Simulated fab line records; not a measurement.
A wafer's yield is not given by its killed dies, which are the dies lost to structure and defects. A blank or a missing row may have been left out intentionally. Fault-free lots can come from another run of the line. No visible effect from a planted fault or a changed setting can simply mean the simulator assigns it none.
Which of the tools did it? + flow berkeley-cmos170 + 42 wafers from 14 lots sampled at 5 of the route's 331 steps

## WHAT THE GAUGES SHOWED, per wafer
UCB170_SILICIDE_THK_MEAS_03: measures by xrf. Usual: for SILICIDE_TI_THK the level is 30.4 nm and the standard deviation is 0.38.
| lot  | measured     | on            | SILICIDE_TI_THK (nm) | flag |
|------|--------------|---------------|----------------------|------|
| L468 | day 8 07:17  | film-metro-02 | 30.4 30.6 30.4       |      |
| L472 | day 9 08:46  | film-metro-02 | 30.7 30.7 30.8       |      |
| L471 | day 9 08:56  | film-metro-04 | 30.0 30.0 29.7       |      |
| L473 | day 10 01:12 | film-metro-01 | 30.0 30.7 30.2       |      |
| L474 | day 10 01:20 | film-metro-04 | 30.0 29.9 30.3       |      |
| L475 | day 10 16:26 | film-metro-02 | 30.5 31.3 30.3       |      |
| L477 | day 10 16:41 | film-metro-01 | 30.4 30.0 30.5       |      |
| L480 | day 11 14:34 | film-metro-04 | 30.1 30.4 30.7       |      |
| L478 | day 11 14:51 | film-metro-02 | 30.1 30.2 30.3       |      |
| L484 | day 12 05:24 | film-metro-04 | 30.5 30.5 30.1       |      |
| L486 | day 12 17:10 | film-metro-02 | 30.4 30.3 30.5       |      |
| L487 | day 12 23:54 | film-metro-02 | 31.4 30.9 30.6       |      |
| L491 | day 13 09:24 | film-metro-04 | 30.4 30.3 30.6       |      |
| L489 | day 13 09:52 | film-metro-01 | 30.1 29.9 29.8       |      |

UCB170_M1_CD_MEAS_90 targets a cd of 700 nm. Usual: cd-nm reads 701 nm (standard deviation 3.5).
| lot  | measured     | on        | cd-nm (nm)  | flag |
|------|--------------|-----------|-------------|------|
| L468 | day 8 15:25  | cd-sem-02 | 699 695 702 |      |
| L472 | day 9 15:07  | cd-sem-01 | 697 695 697 |      |
| L471 | day 9 15:26  | cd-sem-02 | 706 703 698 |      |
| L473 | day 10 07:32 | cd-sem-01 | 701 703 700 |      |
| L474 | day 10 09:20 | cd-sem-01 | 699 702 703 |      |
| L475 | day 10 23:56 | cd-sem-01 | 693 695 699 |      |
| L477 | day 11 00:31 | cd-sem-01 | 697 704 706 |      |
| L480 | day 11 21:17 | cd-sem-01 | 698 705 699 |      |
| L478 | day 11 22:29 | cd-sem-01 | 705 705 704 |      |
| L484 | day 12 15:43 | cd-sem-01 | 710 711 715 | OFF  |
| L486 | day 13 01:47 | cd-sem-02 | 715 713 716 | OFF  |
| L487 | day 13 07:16 | cd-sem-01 | 706 698 698 |      |
| L491 | day 13 19:29 | cd-sem-01 | 705 701 704 |      |
| L489 | day 13 20:10 | cd-sem-01 | 706 699 700 |      |

## EACH LOT AND THE TOOL THAT RAN IT (in order: tool; ch and the chambers of the sampled wafers; start)
| lot  | UCB170_CONTACT_STRIP_19              | UCB170_M1_SPUTTER_00         | UCB170_M1_METAL_ETCH_12           |
|------|--------------------------------------|------------------------------|-----------------------------------|
| L468 | plasma-asher-01 ch 0,1, day 8 13:23  | pvd-sputter-02, day 8 13:46  | rie-metal-03 ch 0,1, day 8 15:11  |
| L472 | plasma-asher-02 ch 0,1, day 9 13:03  | pvd-sputter-04, day 9 13:28  | rie-metal-01 ch 0,1, day 9 14:52  |
| L471 | plasma-asher-01 ch 0,1, day 9 13:18  | pvd-sputter-02, day 9 13:43  | rie-metal-02 ch 0,1, day 9 15:11  |
| L473 | plasma-asher-01 ch 0,1, day 10 05:30 | pvd-sputter-04, day 10 05:55 | rie-metal-01 ch 1, day 10 07:17   |
| L474 | plasma-asher-02 ch 0,1, day 10 07:17 | pvd-sputter-02, day 10 07:43 | rie-metal-03 ch 0,1, day 10 09:07 |
| L475 | plasma-asher-02 ch 0,1, day 10 21:53 | pvd-sputter-01, day 10 22:16 | rie-metal-02 ch 0,1, day 10 23:41 |
| L477 | plasma-asher-04 ch 0,1, day 10 22:28 | pvd-sputter-04, day 10 22:50 | rie-metal-03 ch 0,1, day 11 00:17 |
| L480 | plasma-asher-02 ch 0,1, day 11 18:53 | pvd-sputter-01, day 11 19:23 | rie-metal-01 ch 0,1, day 11 21:03 |
| L478 | plasma-asher-01 ch 0,1, day 11 20:27 | pvd-sputter-04, day 11 20:51 | rie-metal-02 ch 0, day 11 22:08   |
| L484 | plasma-asher-04 ch 0,1, day 12 13:17 | pvd-sputter-02, day 12 13:40 | rie-metal-02 ch 0,1, day 12 15:29 |
| L486 | plasma-asher-02 ch 0,1, day 12 23:43 | pvd-sputter-04, day 13 00:07 | rie-metal-02 ch 0,1, day 13 01:32 |
| L487 | plasma-asher-01 ch 0,1, day 13 04:12 | pvd-sputter-02, day 13 04:37 | rie-metal-03 ch 0,1, day 13 06:48 |
| L491 | plasma-asher-02 ch 0,1, day 13 16:21 | pvd-sputter-01, day 13 16:45 | rie-metal-01 ch 0,1, day 13 18:44 |
| L489 | plasma-asher-02 ch 0,1, day 13 17:02 | pvd-sputter-02, day 13 17:44 | rie-metal-03 ch 0,1, day 13 19:56 |
- UCB170_CONTACT_STRIP_19: strips in O2.
- UCB170_M1_SPUTTER_00: material Al, target thk 600 nm, time 80 s.
- UCB170_M1_METAL_ETCH_12: etches Al in Cl2/BCl3, stops on PSG, target depth 780 nm, time 130 s.

## WHAT THE TOOLS THEMSELVES READ (means of the sampled wafers that have a number; where no wafer has one, the mark that the record gives instead)
UCB170_CONTACT_STRIP_19. Usual: chamber-pressure-mTorr 3500 mTorr, standard deviation 3.4; drypump-motor-current-A 5.5 A, standard deviation 0.59; oes-product-au 0.725 a.u., standard deviation 0.0043.
| lot  | tool            | chamber-pressure-mTorr (mTorr) | drypump-motor-current-A (A) | oes-product-au (a.u.) | flag |
|------|-----------------|--------------------------------|-----------------------------|-----------------------|------|
| L468 | plasma-asher-01 | 3499                           | 5.3                         | 0.722                 |      |
| L472 | plasma-asher-02 | 3496                           | 5.2                         | 0.724                 |      |
| L471 | plasma-asher-01 | 3502                           | 5.8                         | 0.726                 |      |
| L473 | plasma-asher-01 | 3502                           | 5.8                         | 0.726                 |      |
| L474 | plasma-asher-02 | 3497                           | 5.2                         | 0.725                 |      |
| L475 | plasma-asher-02 | 3503                           | 5.0                         | 0.724                 |      |
| L477 | plasma-asher-04 | 3499                           | 6.3                         | 0.726                 |      |
| L480 | plasma-asher-02 | 3505                           | 5.0                         | 0.724                 |      |
| L478 | plasma-asher-01 | 3500                           | 5.8                         | 0.722                 |      |
| L484 | plasma-asher-04 | 3498                           | 6.0                         | 0.725                 |      |
| L486 | plasma-asher-02 | 3499                           | 5.0                         | 0.724                 |      |
| L487 | plasma-asher-01 | 3501                           | 5.8                         | 0.730                 |      |
| L491 | plasma-asher-02 | 3500                           | 5.2                         | 0.726                 |      |
| L489 | plasma-asher-02 | 3500                           | 5.3                         | 0.728                 |      |

UCB170_M1_SPUTTER_00. Usual: chamber-pressure-pa 0.5001 Pa, standard deviation 0.0009; throttle-valve-pct 30.3 %, standard deviation 1.1.
| lot  | tool           | chamber-pressure-pa (Pa) | throttle-valve-pct (%) | flag |
|------|----------------|--------------------------|------------------------|------|
| L468 | pvd-sputter-02 | 0.4993                   | 29.9                   |      |
| L472 | pvd-sputter-04 | 0.4999                   | 29.7                   |      |
| L471 | pvd-sputter-02 | 0.5003                   | 31.0                   |      |
| L473 | pvd-sputter-04 | 0.5005                   | 30.7                   |      |
| L474 | pvd-sputter-02 | 0.4995                   | 30.6                   |      |
| L475 | pvd-sputter-01 | 0.5002                   | 30.2                   |      |
| L477 | pvd-sputter-04 | 0.4997                   | 30.6                   |      |
| L480 | pvd-sputter-01 | 0.5005                   | 30.1                   |      |
| L478 | pvd-sputter-04 | 0.5004                   | 30.6                   |      |
| L484 | pvd-sputter-02 | 0.5007                   | 30.6                   |      |
| L486 | pvd-sputter-04 | 0.4994                   | 29.8                   |      |
| L487 | pvd-sputter-02 | 0.4995                   | 31.3                   |      |
| L491 | pvd-sputter-01 | 0.4992                   | 30.1                   |      |
| L489 | pvd-sputter-02 | 0.4999                   | 31.0                   |      |

UCB170_M1_METAL_ETCH_12. Usual: bias-w 120.0 W, standard deviation 0.37; chamber-pressure-mTorr 12.000 mTorr, standard deviation 0.011; drypump-motor-current-A 5.6 A, standard deviation 0.57; oes-product-au 0.851 a.u., standard deviation 0.014; rf-fwd-power-W 596.9 W, standard deviation 2; throttle-valve-pct 24.5 %, standard deviation 0.32.
| lot  | tool         | bias-w (W) | chamber-pressure-mTorr (mTorr) | drypump-motor-current-A (A) | oes-product-au (a.u.) | rf-fwd-power-W (W) | throttle-valve-pct (%) | flag |
|------|--------------|------------|--------------------------------|-----------------------------|-----------------------|--------------------|------------------------|------|
| L468 | rie-metal-03 | 120.5      | 11.994                         | 5.6                         | 0.830                 | 597.4              | 24.4                   |      |
| L472 | rie-metal-01 | 120.2      | 11.998                         | 5.6                         | 0.870                 | 597.5              | 24.2                   |      |
| L471 | rie-metal-02 | 119.9      | 12.001                         | 5.8                         | 0.850                 | 597.8              | 24.6                   |      |
| L473 | rie-metal-01 | 120.4      | 11.998                         | 4.8                         | 0.854                 | 596.5              | 24.7                   |      |
| L474 | rie-metal-03 | 120.3      | 11.984                         | 5.6                         | 0.838                 | 596.7              | 24.4                   |      |
| L475 | rie-metal-02 | 119.6      | 12.002                         | 6.2                         | 0.842                 | 597.2              | 24.4                   |      |
| L477 | rie-metal-03 | 120.1      | 11.997                         | 5.6                         | 0.847                 | 598.2              | 24.4                   |      |
| L480 | rie-metal-01 | 120.4      | 11.991                         | 5.6                         | 0.861                 | 596.2              | 24.2                   |      |
| L478 | rie-metal-02 | 120.3      | 12.000                         | 5.5                         | 0.863                 | 597.1              | 24.7                   |      |
| L484 | rie-metal-02 | 119.9      | 11.994                         | 6.2                         | 0.758                 | 357.7              | 24.5                   | OFF  |
| L486 | rie-metal-02 | 119.8      | 11.997                         | 6.2                         | 0.768                 | 356.0              | 24.5                   | OFF  |
| L487 | rie-metal-03 | 119.9      | 12.004                         | 5.9                         | 0.841                 | 596.5              | 24.7                   |      |
| L491 | rie-metal-01 | 120.3      | 11.996                         | 5.2                         | 0.852                 | 597.2              | 24.5                   |      |
| L489 | rie-metal-03 | 119.8      | 12.001                         | 5.8                         | 0.846                 | 599.6              | 24.7                   |      |

## THE ANSWER, worked out from the rows above alone
Rule: a lot counts as off when the mean over its wafers that have a number is more than 3 standard deviations away from the usual mean. A lot without any number at a reading at which 4 lots or more have one is off too. All remaining lots with rows at the step are treated as sound. First the gauges in route order, then the tools' own readings, where a lot's mean is used as printed above. The first step at which some lot is off is used, and at that step the reading that is off furthest; a lot without a number counts as furthest.
Off: L484, L486 (UCB170_M1_CD_MEAS_90, cd-nm).
If a tool, at a process step before that reading, ran all the lots that are off and no sound lot after the first of them, it fits. The gauges at UCB170_M1_CD_MEAS_90 aren't tried: what is off there is off at UCB170_M1_METAL_ETCH_12 too, on other tools, and a gauge's error can't cause that. One fits: UCB170_M1_METAL_ETCH_12 on rie-metal-02. Its last sound lot is L478 (day 11 22:08), its first lot that is off L484 (day 12 15:29): a fault that began between those two fits.
The tool's own readings at UCB170_M1_METAL_ETCH_12 bear it out: on the lots that are off they differ by more than 5 times the standard deviation of the sound lots' means. oes-product-au reads 0.763 a.u. there against 0.849 a.u. on the sound lots; rf-fwd-power-W reads 356.9 W there against 597.3 W on the sound lots.

## WHAT THE SIMULATOR PUT IN
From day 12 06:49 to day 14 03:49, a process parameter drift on rie-metal-02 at UCB170_M1_METAL_ETCH_12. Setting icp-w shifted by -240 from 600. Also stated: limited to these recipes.
Struck lots among those shown: L484, L486. This agrees with what the rule above found.
